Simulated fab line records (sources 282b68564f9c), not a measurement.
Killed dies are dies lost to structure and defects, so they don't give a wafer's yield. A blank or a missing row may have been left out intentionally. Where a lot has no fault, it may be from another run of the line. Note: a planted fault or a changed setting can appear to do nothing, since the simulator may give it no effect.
Which tool is to blame?	flow ritCmos	14 lots, 42 wafers sampled, at 4 steps of a route of 202

WHAT THE GAUGES READ, wafer by wafer
RIT_GATE_THK_MEAS_09. Usual: GATE_POLY_THK 250.4 nm, standard deviation 2.2.
lot	measured	on	GATE_POLY_THK (nm)	flag
L610	day 2 21:19	filmMetro-03	247.9 248.1 249.4	
L611	day 3 02:20	filmMetro-03	254.0 251.2 250.3	
L612	day 3 02:20	filmMetro-01	248.9 248.6 249.9	
L613	day 3 11:13	filmMetro-03	252.0 253.3 252.9	
L614	day 3 14:44	filmMetro-01	250.5 250.6 251.2	
L618	day 4 07:28	filmMetro-04	253.1 251.6 251.1	
L620	day 5 01:22	filmMetro-01	249.7 252.0 251.5	
L621	day 5 04:11	filmMetro-01	247.2 246.2 248.5	
L623	day 5 21:58	filmMetro-01	250.5 250.6 252.0	
L626	day 6 06:32	filmMetro-01	248.3 247.4 248.3	
L627	day 6 16:31	filmMetro-03	251.0 249.5 249.5	
L628	day 6 16:49	filmMetro-03	251.2 252.4 254.7	
L629	day 6 20:09	filmMetro-01	246.5 246.3 249.9	
L632	day 7 09:19	filmMetro-01	250.5 249.3 248.4	

RIT_CONTACT_OVL_MEAS_09. Usual: CONTACT_OVL -0.1 nm, standard deviation 1.2.
lot	measured	on	CONTACT_OVL (nm)	flag
L610	day 3 14:08	overlay-01	-1.6 0.5 -1.9	
L611	day 3 19:35	overlay-02	-1.7 0.6 -0.1	
L612	day 3 19:42	overlay-01	1.6 2.3 0.9	
L613	day 4 03:26	overlay-02	-0.2 0.8 1.4	
L614	day 4 06:44	overlay-02	-3.3 -0.9 -1.0	
L618	day 5 02:16	overlay-01	-1.3 -2.3 0.3	
L620	day 5 18:56	overlay-02	-1.1 -1.9 -0.9	
L621	day 5 23:17	overlay-01	0.2 -0.6 2.2	
L623	day 6 15:03	overlay-01	0.4 1.8 0.5	
L626	day 7 01:39	overlay-02	-1.0 0.2 -1.4	
L627	day 7 09:05	overlay-02	-1.1 0.5 -0.4	
L628	day 7 09:41	overlay-02	0.1 0.5 0.7	
L629	day 7 14:21	overlay-02	2.6 0.4 -0.2	
L632	day 8 02:38	overlay-02	-1.0 0.7 -1.3	

WHICH TOOL RAN EACH LOT (tool, then ch and the chambers of the sampled wafers, then the start)
lot	RIT_NRETRO_STRIP_09	RIT_SPACER_ETCHBACK_05
L610	plasmaAsher-03 ch 0,1, day 2 10:22	rieDiel-04 ch 0,2,3, day 3 08:14
L611	plasmaAsher-03 ch 0,1, day 2 20:14	rieDiel-03 ch 0,2,3, day 3 13:10
L612	plasmaAsher-02 ch 0,1, day 2 20:29	rieDiel-04 ch 0,2,3, day 3 13:31
L613	plasmaAsher-04 ch 0,1, day 3 02:23	rieDiel-02 ch 0,1,3, day 3 21:34
L614	plasmaAsher-04 ch 0,1, day 3 07:17	rieDiel-03 ch 0,1,2, day 4 00:47
L618	plasmaAsher-02 ch 0,1, day 3 23:27	rieDiel-02 ch 0,1,2, day 4 20:09
L620	plasmaAsher-03 ch 0,1, day 4 12:37	rieDiel-03 ch 0,3, day 5 12:55
L621	plasmaAsher-02 ch 0,1, day 4 21:30	rieDiel-03 ch 1,3, day 5 17:16
L623	plasmaAsher-03 ch 0,1, day 5 09:10	rieDiel-03 ch 0,1,2, day 6 08:58
L626	plasmaAsher-03 ch 1, day 5 22:57	rieDiel-04 ch 0,1, day 6 19:23
L627	plasmaAsher-04 ch 0,1, day 6 04:49	rieDiel-04 ch 0,1,2, day 7 02:51
L628	plasmaAsher-04 ch 0,1, day 6 09:51	rieDiel-02 ch 0,2,3, day 7 03:06
L629	plasmaAsher-02 ch 1, day 6 13:07	rieDiel-04 ch 0,3, day 7 07:52
L632	plasmaAsher-04 ch 0,1, day 7 02:56	rieDiel-04 ch 0,1,2, day 7 20:28
- RIT_NRETRO_STRIP_09: strips in O2, time 180 s.
- RIT_SPACER_ETCHBACK_05: etches Si3N4 in SF6/CHF3, stops on SiO2, target depth 250 nm, time 240 s.

WHAT THE TOOLS THEMSELVES READ (means of the sampled wafers that have a number; where no wafer has one, the mark that the record gives instead)
RIT_NRETRO_STRIP_09. Usual: drypumpMotorCurrentA at 5.57 A, with a standard deviation of 0.26.
lot	tool	drypumpMotorCurrentA (A)	flag
L610	plasmaAsher-03	5.73	
L611	plasmaAsher-03	5.83	
L612	plasmaAsher-02	5.33	
L613	plasmaAsher-04	5.72	
L614	plasmaAsher-04	5.72	
L618	plasmaAsher-02	5.34	
L620	plasmaAsher-03	5.75	
L621	plasmaAsher-02	5.33	
L623	plasmaAsher-03	5.74	
L626	plasmaAsher-03	5.67	
L627	plasmaAsher-04	5.50	
L628	plasmaAsher-04	5.51	
L629	plasmaAsher-02	5.35	
L632	plasmaAsher-04	5.73	

RIT_SPACER_ETCHBACK_05. Usual: CHF3_flow_sccm 30.00 sccm, standard deviation 0.089; drypumpMotorCurrentA 5.7 A, standard deviation 0.45; oesProductAu 0.833 a.u., standard deviation 0.016; runLengthS 268.3 s, standard deviation 0.46; throttleValvePct 10.29 %, standard deviation 0.15.
lot	tool	CHF3_flow_sccm (sccm)	drypumpMotorCurrentA (A)	oesProductAu (a.u.)	runLengthS (s)	throttleValvePct (%)	flag
L610	rieDiel-04	29.93	5.7	0.835	268.2	10.34	
L611	rieDiel-03	30.08	5.8	0.857	268.2	10.26	
L612	rieDiel-04	30.03	5.6	0.831	268.5	10.34	
L613	rieDiel-02	29.94	5.7	0.843	268.4	10.32	
L614	rieDiel-03	29.99	6.0	0.835	268.3	10.30	
L618	rieDiel-02	29.99	5.4	0.841	268.0	10.17	
L620	rieDiel-03	30.01	5.7	0.862	267.9	10.16	
L621	rieDiel-03	29.96	6.0	0.877	257.0	10.46	OFF
L623	rieDiel-03	30.02	6.0	0.861	262.8	10.31	OFF
L626	rieDiel-04	29.98	5.2	0.805	268.5	10.42	
L627	rieDiel-04	30.02	5.8	0.833	268.6	10.36	
L628	rieDiel-02	29.98	5.7	0.841	268.3	10.27	
L629	rieDiel-04	30.02	5.1	0.810	268.6	10.41	
L632	rieDiel-04	29.98	5.8	0.815	268.4	10.36	

THE ANSWER, worked out from the rows above alone
Rule: lot off if the mean of its wafers having a number is beyond 3 standard deviations from the usual mean. Also off: a lot with no number at a reading for which 4 or more lots have one. The other lots that the step has rows for count as sound. After the gauges, taken in route order, come the tools' own readings; for these a lot's mean is taken, as printed above. At the first step where some lot is off, the reading lying furthest off is the one used; lots without a number count as furthest.
Off at RIT_SPACER_ETCHBACK_05 (runLengthS): L621, L623.
A tool fits if, at that step or a process step before it, it ran every lot that is off, and no sound lot after the first of them. One candidate fits, namely rieDiel-03 at RIT_SPACER_ETCHBACK_05. A fault onset in the window from L620 (day 5 12:55, its last sound lot) to L621 (day 5 17:16, its first lot off) fits.
On the lots that are off, the tool's own readings at RIT_SPACER_ETCHBACK_05 differ by more than 5 times the standard deviation of the sound lots' means, which bears it out; runLengthS reads 259.9 s there versus 268.3 s on the sound lots.

WHAT WAS PUT IN BY THE SIMULATOR
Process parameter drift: rieDiel-03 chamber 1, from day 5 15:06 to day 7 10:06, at RIT_SPACER_ETCHBACK_05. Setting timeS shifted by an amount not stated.
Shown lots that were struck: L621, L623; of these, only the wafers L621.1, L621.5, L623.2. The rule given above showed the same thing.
